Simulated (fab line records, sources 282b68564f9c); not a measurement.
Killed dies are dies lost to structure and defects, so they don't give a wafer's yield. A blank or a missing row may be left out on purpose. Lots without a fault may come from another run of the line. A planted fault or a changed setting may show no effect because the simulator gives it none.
Which tool did it? | flow rit_cmos | 7 lots, 21 wafers sampled, at 2 steps of a route of 202

WHAT THE GAUGES READ, wafer by wafer
RIT_PLDD_TW_MEAS_10.
lot  | measured    | on            | PLDD_TW
L668 | day 3 02:23 | film_metro-04 | 2319 2326 2319
L671 | day 3 21:27 | film_metro-04 | 2316 2325 2326
L677 | day 5 01:57 | film_metro-02 | 2057 2052 2054 2059 2051 2048
L683 | day 6 06:04 | film_metro-04 | 2339 2332 2345
L685 | day 6 20:59 | film_metro-04 | 2346 2342 2334
L688 | day 7 10:16 | film_metro-01 | 2344 2318 2329
L690 | day 8 00:28 | film_metro-02 | 2361 2389 2387

WHICH TOOL RAN EACH LOT (tool, then ch and the chambers of the sampled wafers, then the start)
lot  | RIT_PLDD_IMPLANT_08
L668 | implanter-04 ch 0, day 3 02:06
L671 | implanter-01 ch 0, day 3 21:08
L677 | implanter-03 ch 0, day 5 01:38
L683 | implanter-01 ch 0, day 6 05:45
L685 | implanter-04 ch 0, day 6 20:40
L688 | implanter-04 ch 0, day 7 09:56
L690 | implanter-04 ch 0, day 8 00:08
- RIT_PLDD_IMPLANT_08

THE ANSWER, worked out from the rows above alone
Rule: what is usual is taken from the lots themselves. Put in order of their means at a reading, lots are off if they are a third of the lots or fewer, leave a main group of 4 or more, and stand apart from it by a gap of 3 or more times the standard deviation of the main group's means; of several such gaps the widest counts. A main group whose means are all the same, to the digits that the tables above print for the reading, isn't used. A lot without any number at a reading at which 4 lots or more have one is off too. The other lots that the step has rows for count as sound.
Off: L677, at RIT_PLDD_TW_MEAS_10 (PLDD_TW). The main group: mean 2339, standard deviation 19.
A tool fits if, at a process step before that reading, it ran every lot that is off, and no sound lot after the first of them. The gauges at RIT_PLDD_TW_MEAS_10 are tried like those tools. One fits: implanter-03 at RIT_PLDD_IMPLANT_08. It ran no sound lot before its first lot that is off in this sample, so the start can't be narrowed down.

WHAT THE SIMULATOR HAD PUT IN
Process parameter drift: implanter-03, from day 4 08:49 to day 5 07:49, at RIT_PLDD_IMPLANT_08. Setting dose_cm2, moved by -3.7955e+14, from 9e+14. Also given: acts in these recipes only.
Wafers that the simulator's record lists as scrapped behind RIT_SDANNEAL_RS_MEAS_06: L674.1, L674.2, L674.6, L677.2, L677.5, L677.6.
Lots struck among those shown: L677. The rule above found the same.
